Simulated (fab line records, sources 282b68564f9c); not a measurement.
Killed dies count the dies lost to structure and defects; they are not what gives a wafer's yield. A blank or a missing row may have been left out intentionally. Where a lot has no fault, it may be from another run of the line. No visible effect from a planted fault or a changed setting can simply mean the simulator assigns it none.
fab line records || flow rit_cmos
record {"lots": 14, "wafers": 42, "last_day": 7}
route steps=202 shown PLDD@123 M1@202
lots with no fault: from the same line, run without faults
start_h: start of the lot's first displayed wafer, in hours after the record's first day || wait_h: how many hours have passed since the lot's step before this one || " same as the row above || L1.1+2: a single row standing in for several wafers || - no value, or no start was given || * or withheld: withheld || < > ~ a bound
route shown NAME@n: names a module that has steps shown in the file, with the first one's number in the route || usual: mean/standard deviation taken from wafers without a fault || same: alike in all rows || chamber/n: place in a boat || sites: readings site by site || _std_site: how widely they spread, as a standard deviation || _edge_site: the outer-site mean with the inner-site mean subtracted || radius_mm: how far each site lies from the wafer's centre || mask NAME#n: copy n || behind: the tool/chamber that last shaped the wafer || hold: cause of the lot's hold/its duration in hours/its outcome || device: the transistor (n, p or np) that didn't switch || end of line: at the end of the route, the tests of the same wafers || a step with no rows: only its recipe || killed: dies lost to structure and defects at the first sort, not the wafer's yield || map: a wafer's dies, marking killed ones x, the rest . and places with no die _
set.NAME: the run value of the setting; set.NAME@STEP: its run value at that earlier step || model.NAME: the simulator's own value behind a step, which no gauge read
steps of the route over a sample of lots; a table a step, a row a wafer
services: from which hour (start_h, from the record's first day; less than 0 if before it) a tool's chamber was out of use, for how many hours, and why
## steps
# step RIT_PLDD_STRIP_09
# recipe {"chemistry": "O2", "time_s": 180, "resist": "NOVOLAK", "platen_temp_c": "withheld", "power_w": 500, "pressure_mtorr": 4000, "o2_flow_sccm": 4000}
# usual {"chamber_pressure_mTorr": "4000/3.2", "drypump_motor_current_A": "5.6/0.31", "rf_refl_power_W": "6.0/0.81"}
{"lot.wafer": "L656.1", "tool": "plasma_asher-02", "chamber": 0, "start_h": 49.73, "wait_h": 0.1, "chamber_pressure_mTorr": 3994, "drypump_motor_current_A": 5.9, "rf_hours_counter_h": 39, "rf_refl_power_W": 7.5}
{"lot.wafer": "L656.3", "tool": "plasma_asher-02", "chamber": 0, "start_h": 49.73, "wait_h": 0.1, "chamber_pressure_mTorr": 4000, "drypump_motor_current_A": 5.9, "rf_hours_counter_h": "-", "rf_refl_power_W": 7.2}
{"lot.wafer": "L656.4", "tool": "plasma_asher-02", "chamber": 1, "start_h": 49.73, "wait_h": 0.1, "chamber_pressure_mTorr": 3997, "drypump_motor_current_A": 6.0, "rf_hours_counter_h": "-", "rf_refl_power_W": 6.0}
{"lot.wafer": "L657.2", "tool": "plasma_asher-04", "chamber": 1, "start_h": 54.65, "wait_h": 0.1, "chamber_pressure_mTorr": 3999, "drypump_motor_current_A": 5.5, "rf_hours_counter_h": 22, "rf_refl_power_W": 6.0}
{"lot.wafer": "L657.4", "tool": "plasma_asher-04", "chamber": 0, "start_h": 54.65, "wait_h": 0.1, "chamber_pressure_mTorr": 4006, "drypump_motor_current_A": 5.6, "rf_hours_counter_h": "-", "rf_refl_power_W": 5.1}
{"lot.wafer": "L657.6", "tool": "plasma_asher-04", "chamber": 1, "start_h": 54.65, "wait_h": 0.1, "chamber_pressure_mTorr": 4004, "drypump_motor_current_A": 5.5, "rf_hours_counter_h": "-", "rf_refl_power_W": 6.2}
{"lot.wafer": "L658.3", "tool": "plasma_asher-04", "chamber": 0, "start_h": 62.44, "wait_h": 0.1, "chamber_pressure_mTorr": 4003, "drypump_motor_current_A": 5.6, "rf_hours_counter_h": "-", "rf_refl_power_W": 4.8}
{"lot.wafer": "L658.4", "tool": "plasma_asher-04", "chamber": 1, "start_h": 62.44, "wait_h": 0.1, "chamber_pressure_mTorr": 4004, "drypump_motor_current_A": 5.5, "rf_hours_counter_h": "-", "rf_refl_power_W": 6.3}
{"lot.wafer": "L658.5", "tool": "plasma_asher-04", "chamber": 0, "start_h": 62.44, "wait_h": 0.1, "chamber_pressure_mTorr": 4003, "drypump_motor_current_A": 5.5, "rf_hours_counter_h": "-", "rf_refl_power_W": 5.1}
{"lot.wafer": "L659.2", "tool": "plasma_asher-01", "chamber": 1, "start_h": 64.58, "wait_h": 0.1, "chamber_pressure_mTorr": 4003, "drypump_motor_current_A": 4.8, "rf_hours_counter_h": 44, "rf_refl_power_W": 5.7}
{"lot.wafer": "L659.4", "tool": "plasma_asher-01", "chamber": 0, "start_h": 64.58, "wait_h": 0.1, "chamber_pressure_mTorr": 4003, "drypump_motor_current_A": 5.4, "rf_hours_counter_h": "-", "rf_refl_power_W": 6.3}
{"lot.wafer": "L659.6", "tool": "plasma_asher-01", "chamber": 0, "start_h": 64.58, "wait_h": 0.1, "chamber_pressure_mTorr": 4002, "drypump_motor_current_A": 5.4, "rf_hours_counter_h": "-", "rf_refl_power_W": 6.2}
{"lot.wafer": "L660.1", "tool": "plasma_asher-02", "chamber": 0, "start_h": 75.49, "wait_h": 0.1, "chamber_pressure_mTorr": 3999, "drypump_motor_current_A": 5.9, "rf_hours_counter_h": 43, "rf_refl_power_W": 7.0}
{"lot.wafer": "L660.2", "tool": "plasma_asher-02", "chamber": 1, "start_h": 75.49, "wait_h": 0.1, "chamber_pressure_mTorr": 3994, "drypump_motor_current_A": 6.0, "rf_hours_counter_h": 43, "rf_refl_power_W": 5.6}
{"lot.wafer": "L660.5", "tool": "plasma_asher-02", "chamber": 1, "start_h": 75.49, "wait_h": 0.1, "chamber_pressure_mTorr": 3994, "drypump_motor_current_A": 6.0, "rf_hours_counter_h": "-", "rf_refl_power_W": 5.4}
{"lot.wafer": "L661.1", "tool": "plasma_asher-02", "chamber": 0, "start_h": 77.63, "wait_h": 0.1, "chamber_pressure_mTorr": 3999, "drypump_motor_current_A": 5.9, "rf_hours_counter_h": 43, "rf_refl_power_W": 7.6}
{"lot.wafer": "L661.2", "tool": "plasma_asher-02", "chamber": 1, "start_h": 77.63, "wait_h": 0.1, "chamber_pressure_mTorr": 4002, "drypump_motor_current_A": 6.0, "rf_hours_counter_h": 43, "rf_refl_power_W": 5.6}
{"lot.wafer": "L661.6", "tool": "plasma_asher-02", "chamber": 1, "start_h": 77.63, "wait_h": 0.1, "chamber_pressure_mTorr": 3996, "drypump_motor_current_A": 6.0, "rf_hours_counter_h": "-", "rf_refl_power_W": 5.5}
{"lot.wafer": "L667.1", "tool": "plasma_asher-04", "chamber": 1, "start_h": 107.76, "wait_h": 0.1, "chamber_pressure_mTorr": 3995, "drypump_motor_current_A": 5.5, "rf_hours_counter_h": 26, "rf_refl_power_W": 5.9}
{"lot.wafer": "L667.2", "tool": "plasma_asher-04", "chamber": 0, "start_h": 107.76, "wait_h": 0.1, "chamber_pressure_mTorr": 3998, "drypump_motor_current_A": 5.6, "rf_hours_counter_h": 26, "rf_refl_power_W": 5.3}
{"lot.wafer": "L667.4", "tool": "plasma_asher-04", "chamber": 0, "start_h": 107.76, "wait_h": 0.1, "chamber_pressure_mTorr": 4007, "drypump_motor_current_A": 5.6, "rf_hours_counter_h": "-", "rf_refl_power_W": 4.9}
{"lot.wafer": "L668.3", "tool": "plasma_asher-04", "chamber": 0, "start_h": 111.90, "wait_h": 0.1, "chamber_pressure_mTorr": 4002, "drypump_motor_current_A": 5.6, "rf_hours_counter_h": "-", "rf_refl_power_W": 5.2}
{"lot.wafer": "L668.4", "tool": "plasma_asher-04", "chamber": 1, "start_h": 111.90, "wait_h": 0.1, "chamber_pressure_mTorr": 4004, "drypump_motor_current_A": 5.5, "rf_hours_counter_h": "-", "rf_refl_power_W": 6.0}
{"lot.wafer": "L668.5", "tool": "plasma_asher-04", "chamber": 0, "start_h": 111.90, "wait_h": 0.1, "chamber_pressure_mTorr": 4005, "drypump_motor_current_A": 5.6, "rf_hours_counter_h": "-", "rf_refl_power_W": 4.9}
{"lot.wafer": "L670.1", "tool": "plasma_asher-02", "chamber": 1, "start_h": 118.78, "wait_h": 0.1, "chamber_pressure_mTorr": 3994, "drypump_motor_current_A": 6.0, "rf_hours_counter_h": 0, "rf_refl_power_W": 5.7}
{"lot.wafer": "L670.5", "tool": "plasma_asher-02", "chamber": 1, "start_h": 118.78, "wait_h": 0.1, "chamber_pressure_mTorr": 4001, "drypump_motor_current_A": 6.0, "rf_hours_counter_h": "-", "rf_refl_power_W": 5.6}
{"lot.wafer": "L670.6", "tool": "plasma_asher-02", "chamber": 0, "start_h": 118.78, "wait_h": 0.1, "chamber_pressure_mTorr": 4001, "drypump_motor_current_A": 5.9, "rf_hours_counter_h": "-", "rf_refl_power_W": 7.6}
{"lot.wafer": "L671.3", "tool": "plasma_asher-01", "chamber": 0, "start_h": 124.09, "wait_h": 0.1, "chamber_pressure_mTorr": 4005, "drypump_motor_current_A": 5.4, "rf_hours_counter_h": "-", "rf_refl_power_W": 6.4}
{"lot.wafer": "L671.4", "tool": "plasma_asher-01", "chamber": 1, "start_h": 124.09, "wait_h": 0.1, "chamber_pressure_mTorr": 3990, "drypump_motor_current_A": 4.8, "rf_hours_counter_h": "-", "rf_refl_power_W": 5.5}
{"lot.wafer": "L671.5", "tool": "plasma_asher-01", "chamber": 0, "start_h": 124.09, "wait_h": 0.1, "chamber_pressure_mTorr": 3997, "drypump_motor_current_A": 5.4, "rf_hours_counter_h": "-", "rf_refl_power_W": 6.3}
{"lot.wafer": "L672.1", "tool": "plasma_asher-02", "chamber": 1, "start_h": 129.62, "wait_h": 0.1, "chamber_pressure_mTorr": 4003, "drypump_motor_current_A": 6.0, "rf_hours_counter_h": 1, "rf_refl_power_W": 5.4}
{"lot.wafer": "L672.2", "tool": "plasma_asher-02", "chamber": 0, "start_h": 129.62, "wait_h": 0.1, "chamber_pressure_mTorr": 3999, "drypump_motor_current_A": 5.9, "rf_hours_counter_h": 1, "rf_refl_power_W": 7.4}
{"lot.wafer": "L672.6", "tool": "plasma_asher-02", "chamber": 0, "start_h": 129.62, "wait_h": 0.1, "chamber_pressure_mTorr": 4001, "drypump_motor_current_A": 5.9, "rf_hours_counter_h": "-", "rf_refl_power_W": 7.2}
{"lot.wafer": "L674.1", "tool": "plasma_asher-01", "chamber": 1, "start_h": 143.20, "wait_h": 0.1, "chamber_pressure_mTorr": 4004, "drypump_motor_current_A": 4.8, "rf_hours_counter_h": 54, "rf_refl_power_W": 5.5}
{"lot.wafer": "L674.4", "tool": "plasma_asher-01", "chamber": 0, "start_h": 143.20, "wait_h": 0.1, "chamber_pressure_mTorr": 4000, "drypump_motor_current_A": 5.4, "rf_hours_counter_h": "-", "rf_refl_power_W": 6.6}
{"lot.wafer": "L674.6", "tool": "plasma_asher-01", "chamber": 0, "start_h": 143.20, "wait_h": 0.1, "chamber_pressure_mTorr": 3995, "drypump_motor_current_A": 5.4, "rf_hours_counter_h": "-", "rf_refl_power_W": 6.3}
{"lot.wafer": "L677.2", "tool": "plasma_asher-02", "chamber": 0, "start_h": 155.69, "wait_h": 0.1, "chamber_pressure_mTorr": 4004, "drypump_motor_current_A": 5.9, "rf_hours_counter_h": 3, "rf_refl_power_W": 7.4}
{"lot.wafer": "L677.4", "tool": "plasma_asher-02", "chamber": 1, "start_h": 155.69, "wait_h": 0.1, "chamber_pressure_mTorr": 3996, "drypump_motor_current_A": 6.0, "rf_hours_counter_h": "-", "rf_refl_power_W": 5.7}
{"lot.wafer": "L677.5", "tool": "plasma_asher-02", "chamber": 0, "start_h": 155.69, "wait_h": 0.1, "chamber_pressure_mTorr": 4003, "drypump_motor_current_A": 5.9, "rf_hours_counter_h": "-", "rf_refl_power_W": 7.4}
{"lot.wafer": "L678.3", "tool": "plasma_asher-02", "chamber": 0, "start_h": 164.19, "wait_h": 0.1, "chamber_pressure_mTorr": 4000, "drypump_motor_current_A": 5.9, "rf_hours_counter_h": "-", "rf_refl_power_W": 7.3}
{"lot.wafer": "L678.4", "tool": "plasma_asher-02", "chamber": 1, "start_h": 164.19, "wait_h": 0.1, "chamber_pressure_mTorr": 4003, "drypump_motor_current_A": 6.0, "rf_hours_counter_h": "-", "rf_refl_power_W": 5.5}
{"lot.wafer": "L678.5", "tool": "plasma_asher-02", "chamber": 1, "start_h": 164.19, "wait_h": 0.1, "chamber_pressure_mTorr": 3997, "drypump_motor_current_A": 6.0, "rf_hours_counter_h": "-", "rf_refl_power_W": 5.7}
# step RIT_M1_PROBE_99
# usual {"killed_at_contacts": "0.0/0.2", "killed_at_front_end": "6.6/2.9", "killed_dies": "6.6/3", "killed_on_rim": "1.7/1.4", "killed_open": "3.4/2", "killed_short": "3.2/2"}
# same {"gross_dies": 264, "killed_at_M0_to_M3": 0, "killed_at_M4_up": 0, "killed_at_back_side": 0, "killed_at_other": 0}
{"lot.wafer": "L667.1", "tool": "prober-02", "chamber": "-", "start_h": 123.83, "wait_h": 0.1, "killed_at_contacts": 0, "killed_at_front_end": 31, "killed_dies": 31, "killed_on_rim": 10, "killed_open": 6, "killed_short": 5}
{"lot.wafer": "L667.2", "tool": "prober-02", "chamber": "-", "start_h": 123.88, "wait_h": 0.1, "killed_at_contacts": 0, "killed_at_front_end": 5, "killed_dies": 5, "killed_on_rim": 1, "killed_open": 1, "killed_short": 4}
{"lot.wafer": "L667.4", "tool": "prober-02", "chamber": "-", "start_h": 123.98, "wait_h": 0.2, "killed_at_contacts": 0, "killed_at_front_end": 11, "killed_dies": 11, "killed_on_rim": 3, "killed_open": 8, "killed_short": 3}
{"lot.wafer": "L668.3", "tool": "prober-01", "chamber": "-", "start_h": 126.05, "wait_h": 0.2, "killed_at_contacts": 0, "killed_at_front_end": 4, "killed_dies": 4, "killed_on_rim": 0, "killed_open": 3, "killed_short": 1}
{"lot.wafer": "L668.4", "tool": "prober-01", "chamber": "-", "start_h": 126.10, "wait_h": 0.2, "killed_at_contacts": 0, "killed_at_front_end": 23, "killed_dies": 23, "killed_on_rim": 6, "killed_open": 3, "killed_short": 1}
{"lot.wafer": "L668.5", "tool": "prober-01", "chamber": "-", "start_h": 126.15, "wait_h": 0.2, "killed_at_contacts": 0, "killed_at_front_end": 5, "killed_dies": 5, "killed_on_rim": 2, "killed_open": 3, "killed_short": 2}
# killed by level:class
L667.1 PLDD:unspecified=20 GATE:geometric_particle:open=3 REOX:geometric_particle:short=3 SILICIDE:geometric_particle:open=3 GATE:geometric_particle:short=1 SILICIDE:geometric_particle:short=1
L667.2 SILICIDE:geometric_particle:short=3 GATE:geometric_particle:short=1 SPACER:geometric_particle:open=1
L667.4 GATE:geometric_particle:open=5 FOX1:geometric_particle:open=2 FOX1:geometric_particle:short=2 SILICIDE:geometric_particle:open=1 SILICIDE:geometric_particle:short=1
L668.3 REOX:geometric_particle:open=2 FOX1:geometric_particle:open=1 GATE:geometric_particle:short=1
L668.4 PLDD:unspecified=19 FOX1:geometric_particle:open=1 GATE:geometric_particle:short=1 REOX:geometric_particle:open=1 SILICIDE:geometric_particle:open=1
L668.5 GATE:geometric_particle:open=2 GATE:geometric_particle:short=1 SPACER:geometric_particle:open=1 SILICIDE:geometric_particle:short=1
## services
{"tool": "plasma_asher-04", "chamber": "-", "start_h": 33.20, "hours": 1.2, "kind": "repair"}
{"tool": "plasma_asher-02", "chamber": "-", "start_h": 43.47, "hours": 2.2, "kind": "repair"}
{"tool": "plasma_asher-04", "chamber": "-", "start_h": 69.16, "hours": 10.0, "kind": "pm"}
{"tool": "plasma_asher-01", "chamber": "-", "start_h": 90.33, "hours": 1.3, "kind": "repair"}
{"tool": "plasma_asher-04", "chamber": "-", "start_h": 95.39, "hours": 2.0, "kind": "repair"}
{"tool": "plasma_asher-02", "chamber": "-", "start_h": 108.75, "hours": 9.0, "kind": "pm"}
{"tool": "plasma_asher-02", "chamber": 0, "start_h": 108.75, "hours": 9.0, "kind": "vent_cycle"}
{"tool": "plasma_asher-02", "chamber": 1, "start_h": 108.75, "hours": 9.0, "kind": "vent_cycle"}
{"tool": "plasma_asher-02", "chamber": 0, "start_h": 117.75, "hours": "-", "kind": "clean"}
{"tool": "plasma_asher-02", "chamber": 1, "start_h": 117.75, "hours": "-", "kind": "clean"}
{"tool": "plasma_asher-02", "chamber": "-", "start_h": 135.05, "hours": 4.4, "kind": "repair"}
## key
first_sign {"step": "RIT_M1_PROBE_99", "reading": "killed_at_front_end", "direction": "up", "sigmas": 6.9, "usual": 6.6, "struck": 27}
effect {"step": "RIT_M1_PROBE_99", "reading": "killed_dies", "direction": "up", "sigmas": 6.8, "usual": 6.6, "struck": 27}
met_at RIT_PLDD_STRIP_09
struck_lots L667,L668
struck_wafers L667.1,L668.4
tester_left_out L667,L668
onset_between 62.44 107.76
fault {"kind": "chamber_particle_source", "tool": "plasma_asher-04", "chamber": 1, "onset_h": 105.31, "steps": "RIT_PLDD_STRIP_09", "rate_per_visit_cm2": 0.47425, "end_h": 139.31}
# tester_left_out: of these lots the tester's yield and bins aren't shown, on N5 and GAA mostly nor the transistor test; their killed dies are dies lost to structure and defects alone, not to doping, threshold or leakage, so they don't give the yield
